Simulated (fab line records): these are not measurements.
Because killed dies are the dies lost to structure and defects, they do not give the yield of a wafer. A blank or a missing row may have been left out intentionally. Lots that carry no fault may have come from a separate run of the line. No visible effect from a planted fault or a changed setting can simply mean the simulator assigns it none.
Split-lot experiment	flow berkeley_cmos170	on a route of 331 steps: 5 lots, 23 wafers read

## THE SPLIT
At UCB170_GATE_EXPOSE_09 (exposes mask POLY, target cd 350 nm), the setting dose_mj was moved away from the recipe's 21 on 11 of the 23 wafers read, by -5.0% to +6.3%. All remaining wafers had this setting at the recipe value.

## FROM THE SPLIT TO THE READING: what the file shows between them, 6 steps
- UCB170_GATE_PEB_10
- UCB170_GATE_DEVELOP_11: develop time 45 s
- UCB170_GATE_CD_MEAS_12: target cd 350 nm
- UCB170_GATE_ETCH_14: etches BARC in N2/H2
- UCB170_GATE_ETCH_15: etches poly-Si in HBr/Cl2, stops on SiO2, time 56.3 s, target depth 278.2 nm
- UCB170_GATE_STRIP_16: strips in O2

## THE READING
cd_nm, in nm, at UCB170_GATE_CD_MEAS_90 (target cd 350 nm). Typical for fault-free wafers on this fab line: 349.5 nm, with standard deviation 1.3 nm.

wafer	tool, chamber at the split	dose_mj as run	against the recipe	cd_nm, nm	against lot-mates on the recipe
L077.1	krf_scanner-02, 0	22.17	+5.6%	339.6	-8.4
L077.3	krf_scanner-02, 0	21	recipe	348.3	-
L077.4	krf_scanner-02, 0	22.17	+5.6%	339.5	-8.6
L077.5	krf_scanner-02, 0	22.17	+5.6%	339.8	-8.2
L077.6	krf_scanner-02, 0	21	recipe	347.8	-
L076.1	krf_scanner-02, 0	21	recipe	350.1	-
L076.2	krf_scanner-02, 0	21	recipe	350.2	-
L076.6	krf_scanner-02, 0	21	recipe	348.8	-
L078.1	krf_scanner-02, 0	22.33	+6.3%	337.7	-10.6
L078.3	krf_scanner-02, 0	21	recipe	347.8	-
L078.4	krf_scanner-02, 0	21	recipe	348.7	-
L078.5	krf_scanner-02, 0	22.33	+6.3%	339.8	-8.4
L078.6	krf_scanner-02, 0	22.33	+6.3%	339.3	-8.9
L080.1	krf_scanner-01, 0	21	recipe	349.7	-
L080.2	krf_scanner-01, 0	22.31	+6.2%	338.2	-10.4
L080.4	krf_scanner-01, 0	21	recipe	348.1	-
L080.5	krf_scanner-01, 0	22.31	+6.2%	339.6	-9.0
L080.6	krf_scanner-01, 0	21	recipe	348.1	-
L085.1	krf_scanner-01, 0	21	recipe	349.2	-
L085.2	krf_scanner-01, 0	19.95	-5.0%	358.0	+9.6
L085.3	krf_scanner-01, 0	19.95	-5.0%	356.9	+8.4
L085.4	krf_scanner-01, 0	19.95	-5.0%	356.9	+8.4
L085.6	krf_scanner-01, 0	21	recipe	347.7	-

FIT RESULTS
A straight line over all 23 wafers: cd_nm changes by -1.62 nm for each +1% of dose_mj; r = -0.99; the points scatter about the line by 0.82 nm.
The same after taking each lot's own level away (the mean of its wafers on the recipe; 23 wafers): -1.59 nm for each +1%; r = -0.99; scatter 0.74 nm.
Per that fit: largest dose_mj move, reading shift of 10 nm.
The span of the lots' own levels, 348.05 to 349.70 nm, comes to 1.3 times the standard deviation stated above.
So the lot-to-lot level changes the slope little: the two slopes agree.
Check: for one of the wafers moved furthest among these (+6.3%), held out of the fit, the line's prediction against its lot-mates is -9.66 nm. It came out at -10.6 nm against them.

## THE OTHER SPLITS THESE WAFERS WENT THROUGH
Note: prior to the reading, these wafers also went through further splits. Each is held against what the fit with the lots' levels taken away leaves over:
other split on the same wafers	wafers away from the commonest value	r with cd_nm (lot level and that fit taken away)
UCB170_START_OXIDATION_02 temp_c	15	+0.12
UCB170_NWELL_IMPLANT_14 energy_kev	9	+0.08
UCB170_PWELL_CVD_05 sih2cl2_flow_sccm	15	-0.18
UCB170_PWELL_IMPLANT_15 dose_cm2	6	-0.17
UCB170_ACTIVE_OXIDATION_02 ox_time_s	15	-0.19
UCB170_ACTIVE_EXPOSE_10 dose_mj	8	-0.16
UCB170_SCREENOX_OXIDATION_01 temp_c	15	-0.03
UCB170_NVT_IMPLANT_07 energy_kev	9	-0.21

## THE WHOLE CHAIN: every reading that the file lists as answering this split, in the file's order
step	what it does	reading	change (the file's fit)	r (the file's)
UCB170_GATE_CD_MEAS_12	target cd 350 nm	cd_nm	-1.67 nm for each +1% of the setting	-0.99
UCB170_GATE_ETCH_15	etches poly-Si in HBr/Cl2, stops on SiO2, time 56.3 s, target depth 278.2 nm	GATE.cd_nm (the simulator's own value, which no gauge read)	-1.58 nm for each +1% of the setting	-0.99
UCB170_GATE_CD_MEAS_90	target cd 350 nm	cd_nm	-1.56 nm for each +1% of the setting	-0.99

## FILE'S OWN FIT
cd_nm changes by -1.56 nm for each +1% of dose_mj, r = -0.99.
